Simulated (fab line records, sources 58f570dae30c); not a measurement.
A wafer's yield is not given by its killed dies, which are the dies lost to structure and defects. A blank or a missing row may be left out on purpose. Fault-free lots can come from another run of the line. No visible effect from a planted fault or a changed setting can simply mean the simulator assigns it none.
fab line records / flow berkeleyCmos170 / part 2 of 2: steps 26 to 36 of 36
record lots=5 wafers=15 lastDay=13
route steps=331 shown PSD@180 NSD@187 BACKSIDE@199 SDANNEAL@204 PLDD@208 NLDD@209 SILICIDE@210
lots that met no fault: from a run of the same line without faults
startH: start of the lot's first displayed wafer, in hours after the record's first day / waitH: hours elapsed since this lot's preceding step / " unchanged from the row above / L1.1+2: a row that stands for several wafers / - value missing, or start not given / * or withheld: withheld / < > ~ a bound
route shown NAME@n: NAME is a module with steps in the file, n the number in the route of the first one / usual: mean/standard deviation taken from wafers without a fault / same: alike in all rows / chamber/n: place in a boat / sites: the reading at each site / _std_site: their standard deviation / _edge_site: outer sites' mean less inner sites' / radiusMm: how far each site lies from the wafer's centre / mask NAME#n: copy n / behind: the tool/chamber that last shaped the wafer / hold: why the lot went on hold/how many hours it stayed there/how the hold came to an end / device: the transistor (n, p or np) that didn't switch / end of line: the route-end tests of the same wafers / for a step that has no rows: nothing shown but its recipe / killed: the dies lost at the first sort to structure and to defects; this is not the yield of the wafer / map: a wafer's dies, marking killed ones x, the rest . and places with no die _
set.NAME: the setting the step ran with; set.NAME@STEP: the setting that earlier step ran with / model.NAME: the simulator's own value behind a step, which no gauge read
lots seen at some steps along the route; tables by step, rows by wafer
services: from which hour (startH, from the record's first day; less than 0 if before it) a tool's chamber was out of use, for how many hours, and why
## steps
# step UCB170_SDANNEAL_RTA_01
# recipe tempC=1050 timeS=5 ambient=N2
# usual lampPowerPct=37/3 wafer_temp_C_max=1054.2/0.86
lot.wafer=L076.1 tool=rtpAnneal-02 chamber=0 startH=186.81 waitH=0.1 lampPowerPct=33 wafer_temp_C_max=1054.1
lot.wafer=L076.4 tool=rtpAnneal-02 chamber=0 startH=186.81 waitH=0.1 lampPowerPct=33 wafer_temp_C_max=1053.8
lot.wafer=L076.6 tool=rtpAnneal-02 chamber=0 startH=186.81 waitH=0.1 lampPowerPct=33 wafer_temp_C_max=1053.9
lot.wafer=L080.1 tool=rtpAnneal-01 chamber=0 startH=210.72 waitH=0.1 lampPowerPct=40 wafer_temp_C_max=1054.3
lot.wafer=L080.3 tool=rtpAnneal-01 chamber=0 startH=210.72 waitH=0.1 lampPowerPct=40 wafer_temp_C_max=1053.9
lot.wafer=L080.6 tool=rtpAnneal-01 chamber=0 startH=210.72 waitH=0.1 lampPowerPct=39 wafer_temp_C_max=1054.3
lot.wafer=L081.1 tool=rtpAnneal-01 chamber=0 startH=213.33 waitH=0.1 lampPowerPct=40 wafer_temp_C_max=1054.2
lot.wafer=L081.2 tool=rtpAnneal-01 chamber=0 startH=213.33 waitH=0.1 lampPowerPct=40 wafer_temp_C_max=1052.9
lot.wafer=L081.3 tool=rtpAnneal-01 chamber=0 startH=213.33 waitH=0.1 lampPowerPct=40 wafer_temp_C_max=1053.1
lot.wafer=L092.1 tool=rtpAnneal-01 chamber=0 startH=245.76 waitH=0.1 lampPowerPct=40 wafer_temp_C_max=1052.6
lot.wafer=L092.3 tool=rtpAnneal-01 chamber=0 startH=245.76 waitH=0.1 lampPowerPct=40 wafer_temp_C_max=1054.9
lot.wafer=L092.6 tool=rtpAnneal-01 chamber=0 startH=245.76 waitH=0.1 lampPowerPct=40 wafer_temp_C_max=1052.8
lot.wafer=L094.2 tool=rtpAnneal-02 chamber=0 startH=276.24 waitH=0.1 lampPowerPct=33 wafer_temp_C_max=1054.9
lot.wafer=L094.3 tool=rtpAnneal-02 chamber=0 startH=276.24 waitH=0.1 lampPowerPct=33 wafer_temp_C_max=1053.8
lot.wafer=L094.6 tool=rtpAnneal-02 chamber=0 startH=276.24 waitH=0.1 lampPowerPct=33 wafer_temp_C_max=1053.7
# step UCB170_SDANNEAL_RS_MEAS_02
# recipe thkMeasGauge=four-point-probe
# usual PSD_RS=75.5/0.38
lot.wafer=L076.1 tool=filmMetro-03 chamber=- startH=186.87 waitH=0.0 PSD_RS[ohm/sq]=75.5
lot.wafer=L076.4 tool=filmMetro-03 chamber=- startH=186.87 waitH=0.0 PSD_RS[ohm/sq]=75.6
lot.wafer=L076.6 tool=filmMetro-03 chamber=- startH=186.87 waitH=0.0 PSD_RS[ohm/sq]=75.4
lot.wafer=L080.1 tool=filmMetro-03 chamber=- startH=210.78 waitH=0.0 PSD_RS[ohm/sq]=75.4
lot.wafer=L080.3 tool=filmMetro-03 chamber=- startH=210.78 waitH=0.0 PSD_RS[ohm/sq]=75.3
lot.wafer=L080.6 tool=filmMetro-03 chamber=- startH=210.78 waitH=0.0 PSD_RS[ohm/sq]=75.6
lot.wafer=L081.1 tool=filmMetro-02 chamber=- startH=213.39 waitH=0.0 PSD_RS[ohm/sq]=74.8
lot.wafer=L081.2 tool=filmMetro-02 chamber=- startH=213.39 waitH=0.0 PSD_RS[ohm/sq]=75.3
lot.wafer=L081.3 tool=filmMetro-02 chamber=- startH=213.39 waitH=0.0 PSD_RS[ohm/sq]=75.1
lot.wafer=L092.1 tool=filmMetro-02 chamber=- startH=245.82 waitH=0.0 PSD_RS[ohm/sq]=75.0
lot.wafer=L092.3 tool=filmMetro-02 chamber=- startH=245.82 waitH=0.0 PSD_RS[ohm/sq]=75.3
lot.wafer=L092.6 tool=filmMetro-02 chamber=- startH=245.82 waitH=0.0 PSD_RS[ohm/sq]=75.1
lot.wafer=L094.2 tool=filmMetro-01 chamber=- startH=276.31 waitH=0.1 PSD_RS[ohm/sq]=75.2
lot.wafer=L094.3 tool=filmMetro-01 chamber=- startH=276.31 waitH=0.1 PSD_RS[ohm/sq]=75.3
lot.wafer=L094.6 tool=filmMetro-01 chamber=- startH=276.31 waitH=0.1 PSD_RS[ohm/sq]=75.4
# step UCB170_SDANNEAL_RS_MEAS_03
# recipe thkMeasGauge=four-point-probe
# usual NSD_RS=37.24/0.098
lot.wafer=L076.1 tool=filmMetro-03 chamber=- startH=186.99 waitH=0.1 NSD_RS[ohm/sq]=37.28
lot.wafer=L076.4 tool=filmMetro-03 chamber=- startH=186.99 waitH=0.1 NSD_RS[ohm/sq]=37.20
lot.wafer=L076.6 tool=filmMetro-03 chamber=- startH=186.99 waitH=0.1 NSD_RS[ohm/sq]=37.20
lot.wafer=L080.1 tool=filmMetro-03 chamber=- startH=210.90 waitH=0.1 NSD_RS[ohm/sq]=37.14
lot.wafer=L080.3 tool=filmMetro-03 chamber=- startH=210.90 waitH=0.1 NSD_RS[ohm/sq]=37.13
lot.wafer=L080.6 tool=filmMetro-03 chamber=- startH=210.90 waitH=0.1 NSD_RS[ohm/sq]=37.22
lot.wafer=L081.1 tool=filmMetro-02 chamber=- startH=213.51 waitH=0.1 NSD_RS[ohm/sq]=37.24
lot.wafer=L081.2 tool=filmMetro-02 chamber=- startH=213.51 waitH=0.1 NSD_RS[ohm/sq]=37.19
lot.wafer=L081.3 tool=filmMetro-02 chamber=- startH=213.51 waitH=0.1 NSD_RS[ohm/sq]=37.20
lot.wafer=L092.1 tool=filmMetro-02 chamber=- startH=245.94 waitH=0.1 NSD_RS[ohm/sq]=37.40
lot.wafer=L092.3 tool=filmMetro-02 chamber=- startH=245.94 waitH=0.1 NSD_RS[ohm/sq]=37.39
lot.wafer=L092.6 tool=filmMetro-02 chamber=- startH=245.94 waitH=0.1 NSD_RS[ohm/sq]=37.33
lot.wafer=L094.2 tool=filmMetro-01 chamber=- startH=276.43 waitH=0.1 NSD_RS[ohm/sq]=37.20
lot.wafer=L094.3 tool=filmMetro-01 chamber=- startH=276.43 waitH=0.1 NSD_RS[ohm/sq]=37.14
lot.wafer=L094.6 tool=filmMetro-01 chamber=- startH=276.43 waitH=0.1 NSD_RS[ohm/sq]=37.15
# step UCB170_SDANNEAL_RS_MEAS_04
# recipe thkMeasGauge=four-point-probe
# usual PLDD_RS=1031/3.4
lot.wafer=L076.1 tool=filmMetro-03 chamber=- startH=187.11 waitH=0.1 PLDD_RS[ohm/sq]=1032
lot.wafer=L076.4 tool=filmMetro-03 chamber=- startH=187.11 waitH=0.1 PLDD_RS[ohm/sq]=1033
lot.wafer=L076.6 tool=filmMetro-03 chamber=- startH=187.11 waitH=0.1 PLDD_RS[ohm/sq]=1029
lot.wafer=L080.1 tool=filmMetro-03 chamber=- startH=211.02 waitH=0.1 PLDD_RS[ohm/sq]=1036
lot.wafer=L080.3 tool=filmMetro-03 chamber=- startH=211.02 waitH=0.1 PLDD_RS[ohm/sq]=1035
lot.wafer=L080.6 tool=filmMetro-03 chamber=- startH=211.02 waitH=0.1 PLDD_RS[ohm/sq]=1039
lot.wafer=L081.1 tool=filmMetro-02 chamber=- startH=213.63 waitH=0.1 PLDD_RS[ohm/sq]=1025
lot.wafer=L081.2 tool=filmMetro-02 chamber=- startH=213.63 waitH=0.1 PLDD_RS[ohm/sq]=1022
lot.wafer=L081.3 tool=filmMetro-02 chamber=- startH=213.63 waitH=0.1 PLDD_RS[ohm/sq]=1023
lot.wafer=L092.1 tool=filmMetro-02 chamber=- startH=246.06 waitH=0.1 PLDD_RS[ohm/sq]=1027
lot.wafer=L092.3 tool=filmMetro-02 chamber=- startH=246.06 waitH=0.1 PLDD_RS[ohm/sq]=1030
lot.wafer=L092.6 tool=filmMetro-02 chamber=- startH=246.06 waitH=0.1 PLDD_RS[ohm/sq]=1029
lot.wafer=L094.2 tool=filmMetro-01 chamber=- startH=276.55 waitH=0.1 PLDD_RS[ohm/sq]=1032
lot.wafer=L094.3 tool=filmMetro-01 chamber=- startH=276.55 waitH=0.1 PLDD_RS[ohm/sq]=1034
lot.wafer=L094.6 tool=filmMetro-01 chamber=- startH=276.55 waitH=0.1 PLDD_RS[ohm/sq]=1035
# step UCB170_SDANNEAL_RS_MEAS_05
# recipe thkMeasGauge=four-point-probe
# usual NLDD_RS=616.2/1.3
lot.wafer=L076.1 tool=filmMetro-03 chamber=- startH=187.23 waitH=0.1 NLDD_RS[ohm/sq]=616.0
lot.wafer=L076.4 tool=filmMetro-03 chamber=- startH=187.23 waitH=0.1 NLDD_RS[ohm/sq]=617.4
lot.wafer=L076.6 tool=filmMetro-03 chamber=- startH=187.23 waitH=0.1 NLDD_RS[ohm/sq]=615.8
lot.wafer=L080.1 tool=filmMetro-03 chamber=- startH=211.14 waitH=0.1 NLDD_RS[ohm/sq]=615.2
lot.wafer=L080.3 tool=filmMetro-03 chamber=- startH=211.14 waitH=0.1 NLDD_RS[ohm/sq]=616.8
lot.wafer=L080.6 tool=filmMetro-03 chamber=- startH=211.14 waitH=0.1 NLDD_RS[ohm/sq]=615.7
lot.wafer=L081.1 tool=filmMetro-02 chamber=- startH=213.75 waitH=0.1 NLDD_RS[ohm/sq]=616.4
lot.wafer=L081.2 tool=filmMetro-02 chamber=- startH=213.75 waitH=0.1 NLDD_RS[ohm/sq]=615.8
lot.wafer=L081.3 tool=filmMetro-02 chamber=- startH=213.75 waitH=0.1 NLDD_RS[ohm/sq]=616.2
lot.wafer=L092.1 tool=filmMetro-02 chamber=- startH=246.18 waitH=0.1 NLDD_RS[ohm/sq]=615.6
lot.wafer=L092.3 tool=filmMetro-02 chamber=- startH=246.18 waitH=0.1 NLDD_RS[ohm/sq]=614.5
lot.wafer=L092.6 tool=filmMetro-02 chamber=- startH=246.18 waitH=0.1 NLDD_RS[ohm/sq]=614.6
lot.wafer=L094.2 tool=filmMetro-01 chamber=- startH=276.67 waitH=0.1 NLDD_RS[ohm/sq]=618.5
lot.wafer=L094.3 tool=filmMetro-01 chamber=- startH=276.67 waitH=0.1 NLDD_RS[ohm/sq]=616.8
lot.wafer=L094.6 tool=filmMetro-01 chamber=- startH=276.67 waitH=0.1 NLDD_RS[ohm/sq]=617.9
# step UCB170_SILICIDE_PRE_CLEAN_00
# recipe gas=Ar precleanEtchTimeS=60
lot.wafer=L076.1+4+6 tool=pvdSputter-01 chamber=- startH=187.35 waitH=0.1
lot.wafer=L080.1+3+6 tool=pvdSputter-02 chamber=- startH=211.26 waitH=0.1
lot.wafer=L081.1+2+3 tool=pvdSputter-02 chamber=- startH=213.87 waitH=0.1
lot.wafer=L092.1+3+6 tool=pvdSputter-03 chamber=- startH=246.30 waitH=0.1
lot.wafer=L094.2+3+6 tool=pvdSputter-02 chamber=- startH=276.77 waitH=0.1
# step UCB170_SILICIDE_SPUTTER_01
# recipe material=Ti targetThkNm=30 timeS=25 powerW=1500 chamberPressurePa=0.5
# usual throttleValvePct=30.0/0.91
lot.wafer=L076.1 tool=pvdSputter-01 chamber=- startH=187.41 waitH=0.0 throttleValvePct=30.4
lot.wafer=L076.4 tool=pvdSputter-01 chamber=- startH=187.41 waitH=0.0 throttleValvePct=30.0
lot.wafer=L076.6 tool=pvdSputter-01 chamber=- startH=187.41 waitH=0.0 throttleValvePct=29.7
lot.wafer=L080.1 tool=pvdSputter-02 chamber=- startH=211.32 waitH=0.0 throttleValvePct=29.2
lot.wafer=L080.3 tool=pvdSputter-02 chamber=- startH=211.32 waitH=0.0 throttleValvePct=28.0
lot.wafer=L080.6 tool=pvdSputter-02 chamber=- startH=211.32 waitH=0.0 throttleValvePct=28.3
lot.wafer=L081.1 tool=pvdSputter-02 chamber=- startH=213.94 waitH=0.0 throttleValvePct=30.6
lot.wafer=L081.2 tool=pvdSputter-02 chamber=- startH=213.94 waitH=0.0 throttleValvePct=28.2
lot.wafer=L081.3 tool=pvdSputter-02 chamber=- startH=213.94 waitH=0.0 throttleValvePct=29.4
lot.wafer=L092.1 tool=pvdSputter-03 chamber=- startH=246.37 waitH=0.0 throttleValvePct=29.8
lot.wafer=L092.3 tool=pvdSputter-03 chamber=- startH=246.37 waitH=0.0 throttleValvePct=31.6
lot.wafer=L092.6 tool=pvdSputter-03 chamber=- startH=246.37 waitH=0.0 throttleValvePct=30.8
lot.wafer=L094.2 tool=pvdSputter-02 chamber=- startH=276.84 waitH=0.0 throttleValvePct=30.7
lot.wafer=L094.3 tool=pvdSputter-02 chamber=- startH=276.84 waitH=0.0 throttleValvePct=28.1
lot.wafer=L094.6 tool=pvdSputter-02 chamber=- startH=276.84 waitH=0.0 throttleValvePct=30.5
# step UCB170_SILICIDE_RS_MEAS_02
# recipe thkMeasGauge=four-point-probe reads=Ti_of_SILICIDE_SPUTTER_01
# usual SILICIDE_TI_RS=26.06/0.25
lot.wafer=L076.1 tool=filmMetro-04 chamber=- startH=187.44 waitH=0.0 SILICIDE_TI_RS[ohm/sq]=26.11
lot.wafer=L076.4 tool=filmMetro-04 chamber=- startH=187.44 waitH=0.0 SILICIDE_TI_RS[ohm/sq]=26.26
lot.wafer=L076.6 tool=filmMetro-04 chamber=- startH=187.44 waitH=0.0 SILICIDE_TI_RS[ohm/sq]=25.94
lot.wafer=L080.1 tool=filmMetro-02 chamber=- startH=211.36 waitH=0.0 SILICIDE_TI_RS[ohm/sq]=26.27
lot.wafer=L080.3 tool=filmMetro-02 chamber=- startH=211.36 waitH=0.0 SILICIDE_TI_RS[ohm/sq]=26.08
lot.wafer=L080.6 tool=filmMetro-02 chamber=- startH=211.36 waitH=0.0 SILICIDE_TI_RS[ohm/sq]=26.01
lot.wafer=L081.1 tool=filmMetro-01 chamber=- startH=213.97 waitH=0.0 SILICIDE_TI_RS[ohm/sq]=26.17
lot.wafer=L081.2 tool=filmMetro-01 chamber=- startH=213.97 waitH=0.0 SILICIDE_TI_RS[ohm/sq]=26.19
lot.wafer=L081.3 tool=filmMetro-01 chamber=- startH=213.97 waitH=0.0 SILICIDE_TI_RS[ohm/sq]=26.40
lot.wafer=L092.1 tool=filmMetro-02 chamber=- startH=246.40 waitH=0.0 SILICIDE_TI_RS[ohm/sq]=26.16
lot.wafer=L092.3 tool=filmMetro-02 chamber=- startH=246.40 waitH=0.0 SILICIDE_TI_RS[ohm/sq]=26.28
lot.wafer=L092.6 tool=filmMetro-02 chamber=- startH=246.40 waitH=0.0 SILICIDE_TI_RS[ohm/sq]=25.73
lot.wafer=L094.2 tool=filmMetro-02 chamber=- startH=276.89 waitH=0.0 SILICIDE_TI_RS[ohm/sq]=25.90
lot.wafer=L094.3 tool=filmMetro-02 chamber=- startH=276.89 waitH=0.0 SILICIDE_TI_RS[ohm/sq]=26.12
lot.wafer=L094.6 tool=filmMetro-02 chamber=- startH=276.89 waitH=0.0 SILICIDE_TI_RS[ohm/sq]=26.02
# step UCB170_SILICIDE_THK_MEAS_03
# recipe thkMeasGauge=xrf reads=Ti_of_SILICIDE_SPUTTER_01
# usual SILICIDE_TI_THK=30.2/0.31
lot.wafer=L076.1 tool=filmMetro-04 chamber=- startH=187.56 waitH=0.1 SILICIDE_TI_THK[nm]=30.2
lot.wafer=L076.4 tool=filmMetro-04 chamber=- startH=187.56 waitH=0.1 SILICIDE_TI_THK[nm]=30.3
lot.wafer=L076.6 tool=filmMetro-04 chamber=- startH=187.56 waitH=0.1 SILICIDE_TI_THK[nm]=30.2
lot.wafer=L080.1 tool=filmMetro-02 chamber=- startH=211.48 waitH=0.1 SILICIDE_TI_THK[nm]=29.6
lot.wafer=L080.3 tool=filmMetro-02 chamber=- startH=211.48 waitH=0.1 SILICIDE_TI_THK[nm]=29.9
lot.wafer=L080.6 tool=filmMetro-02 chamber=- startH=211.48 waitH=0.1 SILICIDE_TI_THK[nm]=30.0
lot.wafer=L081.1 tool=filmMetro-01 chamber=- startH=214.09 waitH=0.1 SILICIDE_TI_THK[nm]=30.1
lot.wafer=L081.2 tool=filmMetro-01 chamber=- startH=214.09 waitH=0.1 SILICIDE_TI_THK[nm]=30.1
lot.wafer=L081.3 tool=filmMetro-01 chamber=- startH=214.09 waitH=0.1 SILICIDE_TI_THK[nm]=29.9
lot.wafer=L092.1 tool=filmMetro-02 chamber=- startH=246.52 waitH=0.1 SILICIDE_TI_THK[nm]=30.0
lot.wafer=L092.3 tool=filmMetro-02 chamber=- startH=246.52 waitH=0.1 SILICIDE_TI_THK[nm]=30.0
lot.wafer=L092.6 tool=filmMetro-02 chamber=- startH=246.52 waitH=0.1 SILICIDE_TI_THK[nm]=30.5
lot.wafer=L094.2 tool=filmMetro-02 chamber=- startH=277.00 waitH=0.1 SILICIDE_TI_THK[nm]=30.3
lot.wafer=L094.3 tool=filmMetro-02 chamber=- startH=277.00 waitH=0.1 SILICIDE_TI_THK[nm]=30.0
lot.wafer=L094.6 tool=filmMetro-02 chamber=- startH=277.00 waitH=0.1 SILICIDE_TI_THK[nm]=30.0
# step UCB170_SILICIDE_RTA_04
# recipe tempC=650 timeS=15 ambient=N2
# usual lampPowerPct=10.1/0.85 wafer_temp_C_max=652.7/0.55
lot.wafer=L076.1 tool=rtpAnneal-01 chamber=0 startH=187.62 waitH=0.1 lampPowerPct=11.0 wafer_temp_C_max=652.6
lot.wafer=L076.4 tool=rtpAnneal-01 chamber=0 startH=187.62 waitH=0.1 lampPowerPct=11.0 wafer_temp_C_max=651.8
lot.wafer=L076.6 tool=rtpAnneal-01 chamber=0 startH=187.62 waitH=0.1 lampPowerPct=11.0 wafer_temp_C_max=652.0
lot.wafer=L080.1 tool=rtpAnneal-02 chamber=0 startH=211.54 waitH=0.1 lampPowerPct=9.3 wafer_temp_C_max=652.3
lot.wafer=L080.3 tool=rtpAnneal-02 chamber=0 startH=211.54 waitH=0.1 lampPowerPct=9.3 wafer_temp_C_max=652.0
lot.wafer=L080.6 tool=rtpAnneal-02 chamber=0 startH=211.54 waitH=0.1 lampPowerPct=9.3 wafer_temp_C_max=652.6
lot.wafer=L081.1 tool=rtpAnneal-02 chamber=0 startH=214.15 waitH=0.1 lampPowerPct=9.3 wafer_temp_C_max=653.5
lot.wafer=L081.2 tool=rtpAnneal-02 chamber=0 startH=214.15 waitH=0.1 lampPowerPct=9.3 wafer_temp_C_max=653.4
lot.wafer=L081.3 tool=rtpAnneal-02 chamber=0 startH=214.15 waitH=0.1 lampPowerPct=9.3 wafer_temp_C_max=652.2
lot.wafer=L092.1 tool=rtpAnneal-02 chamber=0 startH=246.58 waitH=0.1 lampPowerPct=9.3 wafer_temp_C_max=653.2
lot.wafer=L092.3 tool=rtpAnneal-02 chamber=0 startH=246.58 waitH=0.1 lampPowerPct=9.3 wafer_temp_C_max=652.4
lot.wafer=L092.6 tool=rtpAnneal-02 chamber=0 startH=246.58 waitH=0.1 lampPowerPct=9.3 wafer_temp_C_max=653.8
lot.wafer=L094.2 tool=rtpAnneal-01 chamber=0 startH=277.06 waitH=0.1 lampPowerPct=11.0 wafer_temp_C_max=651.8
lot.wafer=L094.3 tool=rtpAnneal-01 chamber=0 startH=277.06 waitH=0.1 lampPowerPct=11.0 wafer_temp_C_max=653.3
lot.wafer=L094.6 tool=rtpAnneal-01 chamber=0 startH=277.06 waitH=0.1 lampPowerPct=11.0 wafer_temp_C_max=651.6
# step UCB170_SILICIDE_WET_ETCH_05
# recipe chemistry=SPM timeS=45 tempC=120 target=Ti
lot.wafer=L076.1+4+6 tool=wetBench-04 chamber=3 startH=187.70 waitH=0.1
lot.wafer=L080.1+3+6 tool=wetBench-01 chamber=1 startH=211.61 waitH=0.1
lot.wafer=L081.1+2+3 tool=wetBench-04 chamber=2 startH=214.45 waitH=0.3
lot.wafer=L092.1+3+6 tool=wetBench-03 chamber=3 startH=246.65 waitH=0.1
lot.wafer=L094.2+3+6 tool=wetBench-03 chamber=3 startH=277.13 waitH=0.1
## services
tool=krfScanner-02 chamber=- startH=168.60 hours=3.6 kind=pm
tool=krfScanner-02 chamber=- startH=173.15 hours=1.3 kind=pm
tool=plasmaAsher-02 chamber=- startH=174.57 hours=2.8 kind=pm
tool=pvdSputter-01 chamber=- startH=187.56 hours=9.7 kind=repair
tool=plasmaAsher-03 chamber=- startH=189.58 hours=5.7 kind=repair
tool=pvdSputter-01 chamber=- startH=201.68 hours=3.0 kind=repair
tool=implanter-04 chamber=- startH=201.93 hours=5.1 kind=pm
tool=pvdSputter-01 chamber=- startH=203.90 hours=9.5 kind=repair
tool=implanter-02 chamber=- startH=210.74 hours=4.5 kind=pm
tool=krfScanner-01 chamber=- startH=212.89 hours=1.0 kind=pm
tool=plasmaAsher-02 chamber=- startH=219.86 hours=14.0 kind=repair
tool=implanter-01 chamber=- startH=219.92 hours=5.9 kind=repair
tool=implanter-01 chamber=- startH=226.91 hours=4.3 kind=pm
tool=krfScanner-01 chamber=- startH=229.60 hours=0.3 kind=repair
tool=krfScanner-02 chamber=- startH=234.46 hours=0.8 kind=pm
tool=krfScanner-01 chamber=- startH=235.21 hours=1.3 kind=pm
tool=pvdSputter-01 chamber=- startH=238.90 hours=2.1 kind=repair
tool=krfScanner-02 chamber=- startH=243.71 hours=0.7 kind=repair
tool=krfScanner-02 chamber=- startH=248.65 hours=1.0 kind=pm
tool=wetBench-03 chamber=- startH=251.42 hours=1.9 kind=pm
tool=plasmaAsher-01 chamber=- startH=257.01 hours=23.7 kind=repair
tool=pvdSputter-02 chamber=- startH=261.93 hours=1.8 kind=repair
tool=plasmaAsher-01 chamber=- startH=262.05 hours=2.0 kind=repair
tool=implanter-01 chamber=- startH=262.26 hours=5.2 kind=pm
